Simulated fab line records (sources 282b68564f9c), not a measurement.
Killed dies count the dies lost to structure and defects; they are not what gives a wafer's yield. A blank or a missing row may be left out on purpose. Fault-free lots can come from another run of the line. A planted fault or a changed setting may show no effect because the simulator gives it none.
8D (eight disciplines) problem report, filled in by code    flow rit-cmos    the parts of the form that need people (team, actions taken, sign-off) are left out

1. THE PROBLEM
M1_AL_RS at RIT_M1_RS_MEAS_01 reads a mean of 0.0815 ohm/sq on 3 wafers of 2 lots; wafers without a fault read 0.0734 ohm/sq with a standard deviation of 0.00078. Measured from the usual mean, that is +10 standard deviations.
The step: measures by four-point-probe.
Earliest sighting: wafer L860.5 on film-metro-04 at day 5 00:27. Wafers with a number at this step in the record: 39, from 13 lots. The rule behind "out" and "out of limits": a value lying over 4 standard deviations away from the usual mean. The rest of the wafers with a number are treated as sound.

2. WHAT IT IS AND WHAT IT IS NOT
question                     is                            is not
which readings at this step  M1_AL_RS                      -
which lots                   L860, L862                    L852, L853, L854, L855, L856, L865, L867, L869, L871, L873, L875
which wafers of those lots   L860.5, L862.1, L862.6        L860.2, L860.4, L862.4
read on which gauges         film-metro-01, film-metro-04  film-metro-02
when                         from day 5 00:27              up to then (17 sound wafers); but 19 sound wafers of L862, L865, L867, L869, L871, L873, L875 came after

3. WHAT RULES OUT EACH SUSPECT
Counting: if a tool at a process step up to the reading ran every lot that is out, it stays a suspect. Sound lots after the first of them don't rule it out here, since some wafers of a struck lot are sound.
- the gauge at RIT_M1_RS_MEAS_01 is ruled out. 2 gauges (film-metro-01, film-metro-04) read the wafers that are out.
- pvd-sputter-01 at RIT_M1_SPUTTER_00 (material Al, target thk 400 nm, time 500 s): kept. It ran every lot that is out, first L860 (day 5 00:08); its last sound lot up to then is L855 (day 3 20:25).
Left after counting: pvd-sputter-01 at RIT_M1_SPUTTER_00.

4. THE CAUSE (what the simulator had put in)
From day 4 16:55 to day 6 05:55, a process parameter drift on pvd-sputter-01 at RIT_M1_SPUTTER_00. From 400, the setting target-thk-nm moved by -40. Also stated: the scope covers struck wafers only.
This tool alone remained once counting was done.

5. THE CHAIN OF EFFECTS, in route order
Rows list readings where the struck wafers' mean (over those with a number) sits beyond 3 standard deviations from the usual. Scope: only readings with a usual standard deviation given in the record; hours: median across lots of the time from each lot's start at the first step in this table that gives one to its start at this step; sigmas: change in usual standard deviations.
hours  step                  reading         usual          on struck wafers  change   sigmas
0      RIT_M1_RS_MEAS_01     M1_AL_RS        0.0734 ohm/sq  0.0815            +0.0081  +10
0      RIT_M1_THK_MEAS_02    M1_AL_THK       399 nm         361               -38      -8.4
2      RIT_M1_METAL_ETCH_12  oes-product-au  0.769 a.u.     0.724             -0.045   -4.5
The process steps in it:
- RIT_M1_METAL_ETCH_12: etches Al in Cl2/BCl3, stops on SiO2, time 165 s, target depth 600 nm.

6. WHAT WOULD HAVE CAUGHT IT SOONER
8 hours passed between the start of the fault at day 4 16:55 and the first reading out of limits at a measuring or inspecting step in this record, taken at day 5 00:27.
Tool readings at RIT_M1_SPUTTER_00 with a usual standard deviation given in the record: none out on any struck wafer, hence no alarm at a limit of 4 standard deviations on them.
L862, from the lots that are out (2), started RIT_M1_SPUTTER_00 on pvd-sputter-01 later than day 5 00:27. Had the tool been put on hold then, it would have been spared.
